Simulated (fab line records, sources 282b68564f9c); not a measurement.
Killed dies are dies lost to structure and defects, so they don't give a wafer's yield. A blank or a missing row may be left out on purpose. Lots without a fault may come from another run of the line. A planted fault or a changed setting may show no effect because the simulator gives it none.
A struck lot beside a sound one | flow rit_cmos | 18 steps out of a route of 202
Sound: wafers L815.2, L815.3, L815.6. Struck: wafers L821.2, L821.3, L821.4. The cause comes at the end.
At each step with rows: each side's tool, then ch and its chambers, then its first start. Under that, the readings that differ: sound wafers | struck wafers | difference of the means | sigmas: that difference in standard deviations of wafers without a fault.
alike: readings whose means differ by less than 2 such deviations, and words and numbers that are the same on both sides. not compared: withheld readings, readings that some wafer has no value for, bounds like >300 that may hide the same value, and numbers for which the record gives no deviation and whose values overlap.
The two part at a step that has a row with sigmas, a row that says differs or no value, or rows on one side only. Numbers that don't overlap but have no deviation are shown without sigmas and don't part them. A reading that every wafer of one side lacks parts them only if that side has two wafers or more.

first, 4 steps without rows for these wafers: RIT_NRETRO_SOFTBAKE_02 (time 60 s); RIT_NRETRO_EXPOSE_03 (exposes mask M4, target cd 43900 nm); RIT_NRETRO_PEB_04; RIT_NRETRO_DEVELOP_05 (develop time 68 s).
RIT_NRETRO_OVL_MEAS_06:
  sound on overlay-02, day 4 09:33; struck on overlay-01, day 5 13:50
  alike: NRETRO_OVL
then, 2 steps without rows for these wafers: RIT_NRETRO_HARDBAKE_07 (time 120 s); RIT_NRETRO_IMPLANT_08.
RIT_NRETRO_STRIP_09: strips in O2, time 180 s.
  sound on plasma_asher-04 ch 0,1, day 4 09:59; struck on plasma_asher-04 ch 0,1, day 5 14:16
  alike: drypump_motor_current_A, rf_refl_power_W
  not compared: rf_hours_counter_h
RIT_NRETRO_TW_MEAS_10:
  sound on film_metro-02, day 4 10:10; struck on film_metro-01, day 5 14:26
  alike: NRETRO_TW
then, 3 steps without rows for these wafers: RIT_PRETRO_HMDS_00 (prime time 60 s); RIT_PRETRO_COAT_01 (resist thk 1300 nm); RIT_PRETRO_SOFTBAKE_02 (time 60 s).
RIT_PRETRO_EXPOSE_03: exposes mask M5, target cd 43700 nm.
  sound on iline_stepper-02 ch 0, day 4 10:41; struck on iline_stepper-01 ch 0, day 5 14:58
  reading                        | sound                | struck         | difference | sigmas
  model.PRETRO.overlay_x_nm (nm) | 0.3137 0.3137 0.3137 | -150 -150 -150 | -150       |
  alike: mask, exposure_dose_mJ_cm2
then, 2 steps without rows for these wafers: RIT_PRETRO_PEB_04; RIT_PRETRO_DEVELOP_05 (develop time 68 s).
RIT_PRETRO_OVL_MEAS_06:
  sound on overlay-02, day 4 11:06; struck on overlay-02, day 5 15:23
  reading         | sound         | struck               | difference | sigmas
  PRETRO_OVL (nm) | 0.9 -0.2 -0.3 | -149.1 -146.4 -148.0 | -148.0     | -99 or more
then, 1 step without rows for these wafers: RIT_PRETRO_HARDBAKE_07 (time 120 s).
RIT_M1_PROBE_99:
  sound on prober-01, day 5 13:10; struck on prober-01, day 6 19:12
  reading                                    | sound                | struck               | difference | sigmas
  model.etest.retro_edge_pmos.off_log10_a_um | -10.29 -10.22 -10.22 | -9.764 -9.863 -9.796 | +0.436     |
  alike: killed_at_contacts, killed_at_front_end, killed_dies, killed_open, killed_short
  not compared: model.etest.retro_edge_nmos.off_log10_a_um

WHERE THEY PART
Only at RIT_PRETRO_OVL_MEAS_06, within this record. Later steps at which nothing parts them and some readings are alike: RIT_M1_PROBE_99.

WHY: what the simulator had put in
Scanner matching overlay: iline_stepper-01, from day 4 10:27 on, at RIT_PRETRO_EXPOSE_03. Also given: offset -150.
